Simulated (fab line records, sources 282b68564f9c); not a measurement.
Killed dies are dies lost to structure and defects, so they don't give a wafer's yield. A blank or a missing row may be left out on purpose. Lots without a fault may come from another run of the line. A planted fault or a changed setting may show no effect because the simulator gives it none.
Which tool did it? | flow rit_cmos | 14 lots, 42 wafers sampled, at 5 steps of a route of 202

WHAT THE GAUGES READ, wafer by wafer
RIT_FOX2_THK_MEAS_91.
lot  | measured    | on            | FIELD_OXIDE_LEFT_2_THK (nm)
L380 | day 2 12:01 | film_metro-04 | 243 236 242
L381 | day 2 13:13 | film_metro-03 | 245 246 242
L382 | day 2 19:25 | film_metro-04 | 249 251 250
L383 | day 3 00:00 | film_metro-04 | 247 245 246
L389 | day 4 04:58 | film_metro-04 | 233 238 243
L390 | day 4 09:59 | film_metro-04 | 250 251 250
L392 | day 4 21:30 | film_metro-04 | 247 242 249
L393 | day 5 01:56 | film_metro-02 | 240 238 240
L395 | day 5 12:42 | film_metro-04 | 254 251 250
L397 | day 5 20:28 | film_metro-03 | 258 259 258
L399 | day 6 07:16 | film_metro-04 | 256 252 257
L400 | day 6 12:05 | film_metro-03 | 251 250 251
L402 | day 6 21:56 | film_metro-03 | 245 249 242
L403 | day 7 03:00 | film_metro-03 | 247 237 245

RIT_PLDD_OVL_MEAS_06.
lot  | measured    | on         | PLDD_OVL (nm)
L380 | day 2 22:56 | overlay-01 | -0.4 -0.9 2.1
L381 | day 3 00:18 | overlay-02 | 0.1 -2.0 0.5
L382 | day 3 09:58 | overlay-02 | -0.5 0.2 -2.1
L383 | day 3 11:41 | overlay-02 | -3.5 -1.8 -2.9
L389 | day 4 16:13 | overlay-02 | 1.0 1.8 2.2
L390 | day 4 20:26 | overlay-02 | -0.3 -2.7 0.7
L392 | day 5 07:53 | overlay-01 | -0.9 -2.4 -1.4
L393 | day 5 13:19 | overlay-02 | 0.7 1.0 -0.4
L395 | day 5 22:42 | overlay-02 | -2.2 0.5 -1.0
L397 | day 6 07:04 | overlay-02 | -0.2 -0.6 -0.2
L399 | day 6 18:44 | overlay-01 | 1.1 1.2 1.7
L400 | day 6 22:20 | overlay-02 | 0.5 1.0 1.2
L402 | day 7 09:04 | overlay-02 | 1.8 0.5 1.1
L403 | day 7 14:28 | overlay-01 | -1.1 1.3 -1.2

RIT_M1_CD_MEAS_90: target cd 2600 nm.
lot  | measured    | on        | cd_nm (nm)
L380 | day 3 11:13 | cd_sem-01 | 2593.4 2593.1 2593.8
L381 | day 3 13:08 | cd_sem-01 | 2599.1 2599.6 2601.3
L382 | day 3 22:26 | cd_sem-01 | 2593.5 2594.2 2594.3
L383 | day 3 23:41 | cd_sem-01 | 2602.7 2601.4 2601.4
L389 | day 5 04:45 | cd_sem-01 | 2607.0 2608.3 2609.9
L390 | day 5 09:00 | cd_sem-01 | 2605.2 2605.4 2605.6
L392 | day 5 22:22 | cd_sem-02 | 2603.8 2609.7 2605.7
L393 | day 6 01:32 | cd_sem-01 | 2600.5 2604.3 2601.9
L395 | day 6 11:05 | cd_sem-01 | 2599.5 2598.1 2597.6
L397 | day 6 19:07 | cd_sem-01 | 2598.4 2597.2 2598.9
L399 | day 7 08:22 | cd_sem-01 | 2598.4 2601.3 2598.7
L400 | day 7 10:34 | cd_sem-01 | 2601.0 2599.3 2598.6
L402 | day 7 22:09 | cd_sem-01 | 2598.6 2598.5 2597.6
L403 | day 8 03:17 | cd_sem-02 | 2599.5 2600.1 2602.5

WHICH TOOL RAN EACH LOT (tool, then ch and the chambers of the sampled wafers, then the start)
lot  | RIT_CONTACT_STRIP_12                | RIT_M1_METAL_ETCH_12
L380 | plasma_asher-03 ch 0,1, day 3 07:59 | rie_metal-02 ch 0,1, day 3 10:42
L381 | plasma_asher-02 ch 0,1, day 3 10:13 | rie_metal-01 ch 0,1, day 3 12:37
L382 | plasma_asher-03 ch 1, day 3 19:22   | rie_metal-04 ch 0, day 3 21:53
L383 | plasma_asher-03 ch 0,1, day 3 20:47 | rie_metal-02 ch 0,1, day 3 23:11
L389 | plasma_asher-02 ch 0,1, day 5 01:43 | rie_metal-02 ch 0,1, day 5 04:15
L390 | plasma_asher-03 ch 0,1, day 5 05:46 | rie_metal-01 ch 1, day 5 08:28
L392 | plasma_asher-03 ch 0,1, day 5 19:14 | rie_metal-02 ch 0,1, day 5 21:50
L393 | plasma_asher-03 ch 0,1, day 5 22:29 | rie_metal-01 ch 0,1, day 6 01:01
L395 | plasma_asher-02 ch 0,1, day 6 07:53 | rie_metal-04 ch 1, day 6 10:25
L397 | plasma_asher-03 ch 0,1, day 6 16:04 | rie_metal-04 ch 0,1, day 6 18:38
L399 | plasma_asher-04 ch 0,1, day 7 05:21 | rie_metal-04 ch 1, day 7 07:51
L400 | plasma_asher-02 ch 1, day 7 07:37   | rie_metal-01 ch 0,1, day 7 10:02
L402 | plasma_asher-04 ch 1, day 7 19:09   | rie_metal-04 ch 0,1, day 7 21:37
L403 | plasma_asher-02 ch 0,1, day 8 00:19 | rie_metal-01 ch 1, day 8 02:44
- RIT_CONTACT_STRIP_12: strips in O2, time 180 s.
- RIT_M1_METAL_ETCH_12: etches Al in Cl2/BCl3, stops on SiO2, time 165 s, target depth 600 nm.

WHAT THE TOOLS THEMSELVES READ (means of the sampled wafers that have a number; where no wafer has one, the mark that the record gives instead)
RIT_CONTACT_STRIP_12.
lot  | tool            | drypump_motor_current_A (A)
L380 | plasma_asher-03 | 5.4
L381 | plasma_asher-02 | 5.6
L382 | plasma_asher-03 | 5.7
L383 | plasma_asher-03 | 5.1
L389 | plasma_asher-02 | 5.4
L390 | plasma_asher-03 | 5.1
L392 | plasma_asher-03 | 5.4
L393 | plasma_asher-03 | 5.4
L395 | plasma_asher-02 | 5.4
L397 | plasma_asher-03 | 5.4
L399 | plasma_asher-04 | 5.6
L400 | plasma_asher-02 | 5.8
L402 | plasma_asher-04 | 5.5
L403 | plasma_asher-02 | 5.4

RIT_M1_METAL_ETCH_12.
lot  | tool         | drypump_motor_current_A (A) | he_backside_leak_sccm (sccm) | oes_product_au (a.u.) | rf_fwd_power_W (W) | run_length_s (s) | throttle_valve_pct (%)
L380 | rie_metal-02 | 5.6                         | 3.45                         | 0.782                 | 248.7              | 193.4            | 8.30
L381 | rie_metal-01 | 6.2                         | 3.52                         | 0.768                 | 250.0              | 193.1            | 8.26
L382 | rie_metal-04 | 5.0                         | 3.63                         | 0.773                 | 249.5              | 193.4            | 8.54
L383 | rie_metal-02 | 5.8                         | 3.30                         | 0.774                 | 249.0              | 193.5            | 8.34
L389 | rie_metal-02 | 5.6                         | 3.58                         | 1.011                 | -                  | 127.2            | 8.27
L390 | rie_metal-01 | 5.8                         | 3.08                         | 0.784                 | 249.6              | 193.8            | 8.38
L392 | rie_metal-02 | 5.8                         | 3.34                         | 1.000                 | -                  | 127.4            | 8.30
L393 | rie_metal-01 | 6.3                         | 3.32                         | 0.765                 | 249.1              | 193.2            | 8.26
L395 | rie_metal-04 | 5.5                         | 3.31                         | 0.768                 | 248.9              | 193.8            | 8.30
L397 | rie_metal-04 | 5.3                         | 3.17                         | 0.766                 | 247.6              | 193.6            | 8.38
L399 | rie_metal-04 | 5.5                         | 3.05                         | 0.769                 | 249.9              | 193.6            | 8.30
L400 | rie_metal-01 | 6.3                         | 3.19                         | 0.779                 | 249.6              | 193.4            | 8.25
L402 | rie_metal-04 | 5.3                         | 3.28                         | 0.771                 | 248.9              | 193.3            | 8.38
L403 | rie_metal-01 | 5.8                         | 3.03                         | 0.757                 | 249.8              | 193.6            | 8.39

THE ANSWER, worked out from the rows above alone
Rule: what is usual is taken from the lots themselves. Put in order of their means at a reading, lots are off if they are a third of the lots or fewer, leave a main group of 4 or more, and stand apart from it by a gap of 3 or more times the standard deviation of the main group's means; of several such gaps the widest counts. A main group whose means are all the same, to the digits that the tables above print for the reading, isn't used. A lot without any number at a reading at which 4 lots or more have one is off too. The other lots that the step has rows for count as sound. The gauges are gone through in route order, then the tools' own readings, and for those a lot's mean is taken as printed above. The first step at which some lot is off is used, and at that step the reading that is off furthest; a lot without a number counts as furthest.
Off: L389, L392, at RIT_M1_METAL_ETCH_12 (rf_fwd_power_W). Without a number there: L389, L392. The main group: mean 249.2 W, standard deviation 0.64.
A tool fits if, at that step or a process step before it, it ran every lot that is off, and no sound lot after the first of them. One fits: rie_metal-02 at RIT_M1_METAL_ETCH_12. Its last sound lot is L383 (day 3 23:11), its first lot that is off L389 (day 5 04:15): a fault that began between those two fits.
The tool's own readings at RIT_M1_METAL_ETCH_12 bear it out: on the lots that are off they differ by more than 5 times the standard deviation of the sound lots' means. oes_product_au reads 1.006 a.u. there against 0.771 a.u. on the sound lots; run_length_s reads 127.3 s there against 193.5 s on the sound lots.
Blank at RIT_M1_METAL_ETCH_12 on the lots that are off, where sound lots have numbers: rf_fwd_power_W.

WHAT THE SIMULATOR HAD PUT IN
Process parameter drift: rie_metal-02, from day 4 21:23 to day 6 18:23, at RIT_M1_METAL_ETCH_12. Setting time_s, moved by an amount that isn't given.
Lots struck among those shown: L389, L392. The rule above found the same.
